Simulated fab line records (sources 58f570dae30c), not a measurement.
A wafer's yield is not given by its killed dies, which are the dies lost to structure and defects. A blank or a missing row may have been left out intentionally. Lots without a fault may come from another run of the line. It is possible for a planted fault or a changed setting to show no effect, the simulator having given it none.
Split-lot experiment + flow berkeleyCmos170 + 5 lots, 27 wafers read, on a route of 331 steps

THE SPLIT
At UCB170_SILICIDE_SPUTTER_01 (material Ti, target thk 30 nm, time 25 s), the setting timeS was moved away from the recipe's 25 s on 12 of the 27 wafers read, by -47.1% to +19.9%. This setting was run at the recipe's value on the other wafers.

BETWEEN THE SPLIT AND THE READING: the file shows 1 step in between
- UCB170_SILICIDE_RS_MEAS_02: measures by four-point-probe

THE READING
SILICIDE_TI_THK, in nm, at UCB170_SILICIDE_THK_MEAS_03 (measures by xrf). Typical for fault-free wafers on this fab line: 29.96 nm, with standard deviation 0.23 nm.

| wafer  | tool, chamber at the split | timeS as run, s | against the recipe | SILICIDE_TI_THK, nm | against lot-mates on the recipe |
|--------|----------------------------|-----------------|--------------------|---------------------|---------------------------------|
| L075.1 | pvdSputter-03, -           | 13.22           | -47.1%             | 15.55               | -14.27                          |
| L075.2 | pvdSputter-03, -           | 25              | recipe             | 29.82               | -                               |
| L075.3 | pvdSputter-03, -           | 25              | recipe             | 29.68               | -                               |
| L075.4 | pvdSputter-03, -           | 13.22           | -47.1%             | 15.85               | -13.97                          |
| L075.5 | pvdSputter-03, -           | 25              | recipe             | 29.97               | -                               |
| L075.6 | pvdSputter-03, -           | 13.22           | -47.1%             | 15.54               | -14.28                          |
| L077.1 | pvdSputter-04, -           | 25              | recipe             | 30.05               | -                               |
| L077.2 | pvdSputter-04, -           | 13.51           | -46.0%             | 16.15               | -13.96                          |
| L077.3 | pvdSputter-04, -           | 13.51           | -46.0%             | 16.25               | -13.86                          |
| L077.4 | pvdSputter-04, -           | 25              | recipe             | 29.99               | -                               |
| L077.5 | pvdSputter-04, -           | 13.51           | -46.0%             | 16.15               | -13.96                          |
| L077.6 | pvdSputter-04, -           | 25              | recipe             | 30.28               | -                               |
| L078.1 | pvdSputter-04, -           | 29.98           | +19.9%             | 36.49               | +6.40                           |
| L078.2 | pvdSputter-04, -           | 29.98           | +19.9%             | 36.11               | +6.02                           |
| L078.3 | pvdSputter-04, -           | 25              | recipe             | 30.16               | -                               |
| L078.4 | pvdSputter-04, -           | 25              | recipe             | 30.03               | -                               |
| L078.5 | pvdSputter-04, -           | 25              | recipe             | 30.09               | -                               |
| L078.6 | pvdSputter-04, -           | 29.98           | +19.9%             | 36.39               | +6.30                           |
| L081.2 | pvdSputter-04, -           | 25              | recipe             | 30.19               | -                               |
| L081.5 | pvdSputter-04, -           | 25              | recipe             | 29.70               | -                               |
| L081.6 | pvdSputter-04, -           | 25              | recipe             | 30.20               | -                               |
| L080.1 | pvdSputter-04, -           | 18.34           | -26.6%             | 22.10               | -7.72                           |
| L080.2 | pvdSputter-04, -           | 25              | recipe             | 29.62               | -                               |
| L080.3 | pvdSputter-04, -           | 25              | recipe             | 29.83               | -                               |
| L080.4 | pvdSputter-04, -           | 25              | recipe             | 30.01               | -                               |
| L080.5 | pvdSputter-04, -           | 18.34           | -26.6%             | 21.74               | -8.08                           |
| L080.6 | pvdSputter-04, -           | 18.34           | -26.6%             | 21.94               | -7.88                           |

THE FIT
A straight line over all 27 wafers: SILICIDE_TI_THK changes by +0.305 nm for each +1% of timeS; r = +1.00; the points scatter about the line by 0.21 nm.
The same after taking each lot's own level away (the mean of its wafers on the recipe; 27 wafers): +0.303 nm for each +1%; r = +1.00; scatter 0.17 nm.
According to that fit, moving timeS by its largest amount changes the reading by 14 nm.
From 29.820 to 30.107 nm: that is the span of the lots' own levels, equal to 1.2 times the standard deviation above.
Consequently the slope shifts little with the lot-to-lot level, the two slopes agreeing.
Check: -14.2 nm against its lot-mates is what the line predicts for one of the wafers moved furthest among these (-47.1%) when that wafer is left out of the fit. It came out at -14.3 nm against them.

THESE WAFERS: OTHER SPLITS
Before the reading, these wafers also passed through other splits. Each is held against what the fit with the lots' levels taken away leaves over:
| other split on the same wafers        | wafers away from the commonest value | r with SILICIDE_TI_THK (lot level and that fit taken away) |
|---------------------------------------|--------------------------------------|------------------------------------------------------------|
| UCB170_PWELL_ETCH_14 timeS            | 12                                   | -0.15                                                      |
| UCB170_WELLDRIVE_OXIDATION_01 oxTimeS | 6                                    | -0.12                                                      |
| UCB170_GATE_ETCH_15 timeS             | 9                                    | +0.12                                                      |

THE WHOLE CHAIN: every reading that the file lists as answering this split, in the file's order
| step                        | what it does                             | reading                                                                          | change (the file's fit)               | r (the file's) |
|-----------------------------|------------------------------------------|----------------------------------------------------------------------------------|---------------------------------------|----------------|
| UCB170_SILICIDE_SPUTTER_01  | material Ti, target thk 30 nm, time 25 s | Ti_of_SILICIDE_SPUTTER_01.thkNm (the simulator's own value, which no gauge read) | +0.304 nm for each +1% of the setting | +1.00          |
| UCB170_SILICIDE_RS_MEAS_02  | measures by four-point-probe             | SILICIDE_TI_RS                                                                   | -0.586 for each +1% of the setting    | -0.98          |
| UCB170_SILICIDE_THK_MEAS_03 | measures by xrf                          | SILICIDE_TI_THK                                                                  | +0.302 for each +1% of the setting    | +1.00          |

FILE'S OWN FIT
SILICIDE_TI_THK changes by +0.302 nm for each +1% of timeS, r = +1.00.
